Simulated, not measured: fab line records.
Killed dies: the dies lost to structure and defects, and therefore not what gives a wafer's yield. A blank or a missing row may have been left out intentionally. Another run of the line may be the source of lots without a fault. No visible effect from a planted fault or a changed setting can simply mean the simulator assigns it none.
fab line records -- flow berkeleyCmos170
[record] lots = 6, wafers = 18, lastDay = 12
route steps=331 shown CONTACT@234 M1@238
lots that met no fault: taken from a fault-free run of the same line
startH: hours from the record's first day to the start of the lot's first wafer shown -- waitH: hours elapsed since this lot's preceding step -- " the same as in the row above -- L1.1+2: a single row standing in for several wafers -- - no value present, or no start provided -- * or withheld: withheld -- < > ~ a bound
route shown NAME@n: NAME is a module with steps in the file, n the number in the route of the first one -- usual: the fault-free wafers' mean and standard deviation -- same: alike in all rows -- chamber/n: place in a boat -- sites: the reading at each site -- _std_site: their standard deviation -- _edge_site: inner sites' mean taken away from outer sites' mean -- radiusMm: for every site, how far away it sits from the centre of the wafer -- mask NAME#n: copy n -- behind: the tool/chamber that last shaped the wafer -- hold: why the lot was held/for how many hours/how that ended -- device: which transistor (n, p or np) failed to switch -- end of line: the same wafers' tests at the end of the route -- a step without rows: its recipe alone -- killed: the dies lost at the first sort to structure and to defects; this is not the yield of the wafer -- map: dies across one wafer; x = killed, . = not, _ = none there
set.NAME: the setting the step ran with; set.NAME@STEP: the setting that earlier step ran with -- model.NAME: the simulator's own value behind a step, which no gauge read
a table for each step, a row for each wafer; lots at some steps of the route
services: when a tool's chamber went out of use (startH, in hours from the record's first day, below 0 if earlier), for how many hours, and the reason
[[steps]]
[step UCB170_CONTACT_ETCH_18]
[recipe] chemistry = CHF3/CF4/Ar, target = PSG, stopOn = TiSi2, CHF3_flow_sccm = 45, cf4FlowSccm = 15, Ar_flow_sccm = 150, pressureMtorr = 200, rfW = 700, targetDepthA = 8400, overEtchFrac = 0.2, timeS = 195
[usual] drypumpMotorCurrentA = 5.6/0.39, oesProductAu = 0.895/0.014, throttleValvePct = 6.91/0.11
lot.wafer,tool,chamber,startH,waitH,drypumpMotorCurrentA,oesProductAu,rfHoursCounterH,throttleValvePct
L906.1,rieDiel-04,2,-,-,5.7,0.880,106,6.81
L906.2,rieDiel-04,3,-,-,5.6,0.897,16,7.02
L906.4,rieDiel-04,0,-,-,4.8,0.892,13,6.91
L910.3,rieDiel-02,3,-,-,5.4,0.897,90,7.03
L910.4,rieDiel-02,0,-,-,5.5,0.894,2,6.81
L910.6,rieDiel-02,3,-,-,5.4,0.906,-,7.02
L917.1,rieDiel-04,1,-,-,6.1,0.883,124,6.94
L917.2,rieDiel-04,0,-,-,4.8,0.899,14,6.89
L917.4,rieDiel-04,2,-,-,5.7,0.871,107,6.81
L918.4,rieDiel-02,0,-,-,5.5,0.890,4,6.83
L918.5,rieDiel-02,1,-,-,5.4,0.895,-,6.74
L918.6,rieDiel-02,0,-,-,5.5,0.884,-,6.81
L923.1,rieDiel-04,3,-,-,5.6,0.902,18,7.02
L923.4,rieDiel-04,0,-,-,4.8,0.903,15,6.91
L923.6,rieDiel-04,3,-,-,5.6,0.891,-,7.00
L928.3,rieDiel-04,0,-,-,4.9,0.895,17,6.91
L928.5,rieDiel-04,2,-,-,5.8,0.874,-,6.81
L928.6,rieDiel-04,3,-,-,5.6,0.891,-,7.02
[step UCB170_CONTACT_STRIP_19]
[recipe] chemistry = O2, powerW = 400, pressureMtorr = 3500, platenTempC = withheld, o2FlowSccm = 400, overashFraction = 0.5
[usual] drypumpMotorCurrentA = 5.63/0.26, oesProductAu = 0.725/0.0044
lot.wafer,tool,chamber,startH,waitH,drypumpMotorCurrentA,oesProductAu,rfHoursCounterH
L906.1,plasmaAsher-02,0,167.56,-,5.62,0.727,45
L906.2,plasmaAsher-02,1,167.56,-,5.44,0.728,45
L906.4,plasmaAsher-02,1,167.56,-,5.44,0.727,-
L910.3,plasmaAsher-03,0,172.76,-,5.67,0.717,-
L910.4,plasmaAsher-03,1,172.76,-,6.23,0.726,-
L910.6,plasmaAsher-03,1,172.76,-,6.22,0.727,-
L917.1,plasmaAsher-03,0,208.42,-,5.67,0.727,44
L917.2,plasmaAsher-03,1,208.42,-,6.24,0.727,44
L917.4,plasmaAsher-03,1,208.42,-,6.21,0.726,-
L918.4,plasmaAsher-02,0,211.52,-,5.62,0.727,-
L918.5,plasmaAsher-02,0,211.52,-,5.62,0.729,-
L918.6,plasmaAsher-02,1,211.52,-,5.43,0.720,-
L923.1,plasmaAsher-01,1,236.29,-,5.53,0.732,53
L923.4,plasmaAsher-01,1,236.29,-,5.53,0.730,-
L923.6,plasmaAsher-01,0,236.29,-,5.39,0.732,-
L928.3,plasmaAsher-02,1,267.42,-,5.47,0.727,-
L928.5,plasmaAsher-02,0,267.42,-,5.60,0.726,-
L928.6,plasmaAsher-02,1,267.42,-,5.49,0.719,-
[step UCB170_CONTACT_CD_MEAS_90]
[recipe] targetCdNm = 700
[usual] cdNm = 700.1/1.2
lot.wafer,tool,chamber,startH,waitH,cdNm
L906.1,cdSem-02,-,167.66,0.1,698.4
L906.2,cdSem-02,-,167.66,0.1,700.7
L906.4,cdSem-02,-,167.66,0.1,698.9
L910.3,cdSem-01,-,172.87,0.1,699.0
L910.4,cdSem-01,-,172.87,0.1,700.2
L910.6,cdSem-01,-,172.87,0.1,700.7
L917.1,cdSem-01,-,208.52,0.1,699.8
L917.2,cdSem-01,-,208.52,0.1,699.0
L917.4,cdSem-01,-,208.52,0.1,699.3
L918.4,cdSem-02,-,211.65,0.1,701.0
L918.5,cdSem-02,-,211.65,0.1,699.6
L918.6,cdSem-02,-,211.65,0.1,700.3
L923.1,cdSem-01,-,236.39,0.1,701.1
L923.4,cdSem-01,-,236.39,0.1,701.5
L923.6,cdSem-01,-,236.39,0.1,701.2
L928.3,cdSem-01,-,267.52,0.1,700.5
L928.5,cdSem-01,-,267.52,0.1,700.3
L928.6,cdSem-01,-,267.52,0.1,700.0
[step UCB170_CONTACT_CLEAN_20]
[recipe] chemistry = SPM, tempC = 120, timeS = 600
[step UCB170_M1_SPUTTER_00]
[recipe] material = Al, targetThkNm = 600, timeS = 80, powerW = 6000, chamberPressurePa = 0.5
[usual] cathodeDcPowerW = 6000.0/1.1, throttleValvePct = 30.1/0.86
lot.wafer,tool,chamber,startH,waitH,cathodeDcPowerW,throttleValvePct
L906.1,pvdSputter-02,-,168.69,0.0,5998.1,28.9
L906.2,pvdSputter-02,-,168.69,0.0,5998.8,30.2
L906.4,pvdSputter-02,-,168.69,0.0,5999.3,31.4
L910.3,pvdSputter-04,-,173.12,0.0,5999.9,31.2
L910.4,pvdSputter-04,-,173.12,0.0,5998.8,30.3
L910.6,pvdSputter-04,-,173.12,0.0,5999.2,30.1
L917.1,pvdSputter-04,-,210.43,0.0,6000.2,31.0
L917.2,pvdSputter-04,-,210.43,0.0,6000.3,30.3
L917.4,pvdSputter-04,-,210.43,0.0,6001.5,30.3
L918.4,pvdSputter-03,-,211.89,0.0,6000.7,29.7
L918.5,pvdSputter-03,-,211.89,0.0,5999.3,29.2
L918.6,pvdSputter-03,-,211.89,0.0,5998.2,29.6
L923.1,pvdSputter-03,-,236.68,0.0,6000.6,29.2
L923.4,pvdSputter-03,-,236.68,0.0,5999.5,29.6
L923.6,pvdSputter-03,-,236.68,0.0,6001.6,30.9
L928.3,pvdSputter-02,-,267.78,0.0,6001.7,31.4
L928.5,pvdSputter-02,-,267.78,0.0,6001.9,31.3
L928.6,pvdSputter-02,-,267.78,0.0,5998.5,30.1
[step UCB170_M1_RS_MEAS_01]
[recipe] thkMeasGauge = four-point-probe, reads = Al_of_M1_SPUTTER_00
[usual] M1_AL_RS = 0.0485/0.00039
lot.wafer,tool,chamber,startH,waitH,M1_AL_RS[ohm/sq]
L906.1,filmMetro-02,-,168.75,0.0,0.0487
L906.2,filmMetro-02,-,168.75,0.0,0.0487
L906.4,filmMetro-02,-,168.75,0.0,0.0482
L910.3,filmMetro-04,-,173.22,0.1,0.0489
L910.4,filmMetro-04,-,173.22,0.1,0.0486
L910.6,filmMetro-04,-,173.22,0.1,0.0489
L917.1,filmMetro-04,-,210.50,0.0,0.0478
L917.2,filmMetro-04,-,210.50,0.0,0.0477
L917.4,filmMetro-04,-,210.50,0.0,0.0478
L918.4,filmMetro-02,-,212.01,0.1,0.0485
L918.5,filmMetro-02,-,212.01,0.1,0.0482
L918.6,filmMetro-02,-,212.01,0.1,0.0485
L923.1,filmMetro-03,-,236.74,0.0,0.0485
L923.4,filmMetro-03,-,236.74,0.0,0.0488
L923.6,filmMetro-03,-,236.74,0.0,0.0488
L928.3,filmMetro-04,-,267.88,0.1,0.0484
L928.5,filmMetro-04,-,267.88,0.1,0.0488
L928.6,filmMetro-04,-,267.88,0.1,0.0492
[step UCB170_M1_THK_MEAS_02]
[recipe] thkMeasGauge = xrf, reads = Al_of_M1_SPUTTER_00
[usual] M1_AL_THK = 586/5.1
lot.wafer,tool,chamber,startH,waitH,M1_AL_THK[nm]
L906.1,filmMetro-02,-,168.87,0.1,585
L906.2,filmMetro-02,-,168.87,0.1,587
L906.4,filmMetro-02,-,168.87,0.1,592
L910.3,filmMetro-04,-,173.32,0.1,585
L910.4,filmMetro-04,-,173.32,0.1,587
L910.6,filmMetro-04,-,173.32,0.1,583
L917.1,filmMetro-04,-,210.62,0.1,594
L917.2,filmMetro-04,-,210.62,0.1,592
L917.4,filmMetro-04,-,210.62,0.1,589
L918.4,filmMetro-02,-,212.10,0.1,590
L918.5,filmMetro-02,-,212.10,0.1,591
L918.6,filmMetro-02,-,212.10,0.1,590
L923.1,filmMetro-03,-,236.86,0.1,587
L923.4,filmMetro-03,-,236.86,0.1,582
L923.6,filmMetro-03,-,236.86,0.1,586
L928.3,filmMetro-04,-,267.98,0.1,585
L928.5,filmMetro-04,-,267.98,0.1,587
L928.6,filmMetro-04,-,267.98,0.1,576
[step UCB170_M1_COAT_03]
[recipe] resist = BARC, tempC = withheld, timeS = withheld, spinRpm = 3000, resistThkNm = withheld
[step UCB170_M1_COAT_04]
[recipe] resist = KrF, spinRpm = 1500, resistThkNm = 900
[step UCB170_M1_SOFTBAKE_05]
[recipe] resist = KrF, tempC = 130, timeS = 60
[step UCB170_M1_EXPOSE_06]
[recipe] maskId = METAL1, targetCdNm = 700, na = 0.5, sigmaOuter = 0.6, sourceShape = conventional, doseMj = 21
[step UCB170_M1_PEB_07]
[recipe] pebTempC = 130, pebTimeS = withheld, resist = KrF
[step UCB170_M1_DEVELOP_08]
[recipe] developer = TMAH, developTimeS = 45, resist = KrF, devTempC = 21
[usual] chillPlateTempC = 23.02/0.11, developTimeS = 45/0, resistLineTempC = 22.98/0.097
lot.wafer,tool,chamber,startH,waitH,chillPlateTempC,developTimeS,resistLineTempC,model.KrF_of_M1_COAT_04.thkNm
L906.1,lithoTrack-03,0,170,-,23.11,45,22.79,887.4
L906.2,lithoTrack-03,0,170,-,23.10,45,22.85,889.6
L906.4,lithoTrack-03,0,170,-,23.00,45,22.84,889.8
L910.3,lithoTrack-01,0,174,-,22.77,45,22.87,884.3
L910.4,lithoTrack-01,0,174,-,22.80,45,22.90,885.4
L910.6,lithoTrack-01,0,174,-,22.88,45,23.08,882.1
L917.1,lithoTrack-01,-,211,-,-,-,-,897.9
L917.2,lithoTrack-01,-,211,-,-,-,-,894.3
L917.4,lithoTrack-01,-,211,-,-,-,-,895.8
L918.4,lithoTrack-01,-,213,-,-,-,-,903.6
L918.5,lithoTrack-01,-,213,-,-,-,-,903.2
L918.6,lithoTrack-01,-,213,-,-,-,-,903.2
L923.1,lithoTrack-03,0,237,-,23.23,45,22.92,886.1
L923.4,lithoTrack-03,0,237,-,23.06,45,22.91,886.3
L923.6,lithoTrack-03,0,237,-,22.95,45,22.78,885
L928.3,lithoTrack-03,0,270,-,22.96,45,23.07,884.6
L928.5,lithoTrack-03,0,270,-,23.00,45,23.09,886.5
L928.6,lithoTrack-03,0,270,-,23.03,45,23.11,884.9
[step UCB170_M1_CD_MEAS_09]
[recipe] targetCdNm = 700
[usual] cdNm = 700.0/1.4
lot.wafer,tool,chamber,startH,waitH,cdNm
L906.1,cdSem-01,-,170.19,-,699.2
L906.2,cdSem-01,-,170.19,-,700.0
L906.4,cdSem-01,-,170.19,-,700.6
L910.3,cdSem-01,-,174.37,-,700.7
L910.4,cdSem-01,-,174.37,-,700.5
L910.6,cdSem-01,-,174.37,-,699.3
L917.1,cdSem-01,-,211.69,-,-
L917.2,cdSem-01,-,211.69,-,-
L917.4,cdSem-01,-,211.69,-,-
L918.4,cdSem-02,-,213.19,-,-
L918.5,cdSem-02,-,213.19,-,-
L918.6,cdSem-02,-,213.19,-,-
L923.1,cdSem-02,-,237.80,-,699.6
L923.4,cdSem-02,-,237.80,-,699.6
L923.6,cdSem-02,-,237.80,-,699.8
L928.3,cdSem-02,-,270.48,-,702.3
L928.5,cdSem-02,-,270.48,-,702.2
L928.6,cdSem-02,-,270.48,-,701.2
[[services]]
tool,chamber,startH,hours,kind
plasmaAsher-01,-,154.59,2.8,pm
plasmaAsher-03,-,177.32,1.8,repair
rieDiel-04,-,191.56,15.6,pm
pvdSputter-02,-,202.05,2.2,repair
rieDiel-02,-,203.51,2.8,pm
pvdSputter-02,-,223.99,1.4,repair
rieDiel-04,3,224.69,3.4,repair
pvdSputter-04,-,241.54,3.3,repair
pvdSputter-04,-,245.62,2.1,repair
rieDiel-02,3,259.27,6.8,repair
plasmaAsher-01,-,266.60,2.3,repair
[[key]]
[firstSign] step = UCB170_M1_DEVELOP_08, reading = toolRecord, direction = missing
effect none on later readings
[modelEffect] step = UCB170_M1_DEVELOP_08, value = KrF_of_M1_COAT_04.thkNm, without = 885.5, struck = 899.7
metAt UCB170_M1_DEVELOP_08
struckWafers L917.1,L917.2,L917.4,L918.4,L918.5,L918.6
laterRowsLeftOut L917.1,L917.2,L917.4,L918.4,L918.5,L918.6
sortLeftOut L917.1,L917.2,L917.4,L918.4,L918.5,L918.6
onsetBetween 174 211
[fault] kind = skippedStepWhole, tool = lithoTrack-01, chamber = -, onsetH = 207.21, steps = UCB170_M1_DEVELOP_08, scope = struckLotsOnly
// sortLeftOut: the simulated sort isn't trusted on such a fault, so these wafers' sort isn't shown, and their yield isn't known
// laterRowsLeftOut: the simulator's readings of these wafers behind a module that went badly wrong aren't trusted and aren't shown, but for the sort
